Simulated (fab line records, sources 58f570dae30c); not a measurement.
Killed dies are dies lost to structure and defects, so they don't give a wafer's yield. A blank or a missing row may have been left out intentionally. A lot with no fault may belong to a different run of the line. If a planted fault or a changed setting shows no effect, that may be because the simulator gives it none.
Which tool is to blame? || flow berkeley_cmos170 || Sampling: 7 lots, 21 wafers, 2 of 331 route steps

WHAT THE GAUGES SHOWED, per wafer
UCB170_V2_THK_MEAS_04.
{"lot": "L172", "measured": "day 7 14:56", "on": "film_metro-01", "V2_POLISHED_THK (nm)": "1000.6 999.0 999.7"}
{"lot": "L177", "measured": "day 8 12:17", "on": "film_metro-03", "V2_POLISHED_THK (nm)": "999.8 998.0 997.7"}
{"lot": "L179", "measured": "day 9 09:09", "on": "film_metro-01", "V2_POLISHED_THK (nm)": "1000.0 998.4 999.4"}
{"lot": "L180", "measured": "day 9 12:50", "on": "film_metro-03", "V2_POLISHED_THK (nm)": "1000.3 1000.6 997.4"}
{"lot": "L185", "measured": "day 10 19:43", "on": "film_metro-04", "V2_POLISHED_THK (nm)": "998.4 747.0 998.5 998.4 747.0 998.7"}
{"lot": "L195", "measured": "day 11 23:38", "on": "film_metro-03", "V2_POLISHED_THK (nm)": "999.9 1000.0 999.7"}
{"lot": "L194", "measured": "day 12 00:50", "on": "film_metro-01", "V2_POLISHED_THK (nm)": "998.3 1001.4 998.8"}

TOOL THAT RAN EACH LOT (tool first, then ch and the chambers of the sampled wafers, then the start)
{"lot": "L172", "UCB170_V2_CMP_02": "cmp-01 ch 0,1, day 7 14:31"}
{"lot": "L177", "UCB170_V2_CMP_02": "cmp-02 ch 0,2,3, day 8 11:57"}
{"lot": "L179", "UCB170_V2_CMP_02": "cmp-02 ch 0,2,3, day 9 08:47"}
{"lot": "L180", "UCB170_V2_CMP_02": "cmp-01 ch 0,1,2, day 9 12:30"}
{"lot": "L185", "UCB170_V2_CMP_02": "cmp-01 ch 0,3, day 10 13:16"}
{"lot": "L195", "UCB170_V2_CMP_02": "cmp-02 ch 2,3, day 11 23:13"}
{"lot": "L194", "UCB170_V2_CMP_02": "cmp-02 ch 0,1,2, day 12 00:31"}
- UCB170_V2_CMP_02: polishes SiO2.

THE ANSWER, worked out from the rows above alone
Rule: what is usual is taken from the lots themselves. The widest of any qualifying gaps counts: lots, ordered by their means at a reading, are off when they make up no more than a third of the lots, leave a main group of 4 or more, and stand apart from it by 3 or more times the standard deviation of that group's means. A main group is skipped when, at the precision printed for the reading in the tables above, its means are all equal. Also off: a lot with no number at a reading for which 4 or more lots have one. Any other lot the step has rows for is counted as sound.
Off: L185, at UCB170_V2_THK_MEAS_04 (V2_POLISHED_THK). The main group has a mean of 999.4 nm with a standard deviation of 0.45.
If a tool, at a process step before that reading, ran all the lots that are off and no sound lot after the first of them, it fits. Gauges at UCB170_V2_THK_MEAS_04: tried the same way as those tools. 2 tools fit, cmp-01 at UCB170_V2_CMP_02 and film_metro-04 at UCB170_V2_THK_MEAS_04, so this cannot tell which one it is.

WHAT THE SIMULATOR PUT IN
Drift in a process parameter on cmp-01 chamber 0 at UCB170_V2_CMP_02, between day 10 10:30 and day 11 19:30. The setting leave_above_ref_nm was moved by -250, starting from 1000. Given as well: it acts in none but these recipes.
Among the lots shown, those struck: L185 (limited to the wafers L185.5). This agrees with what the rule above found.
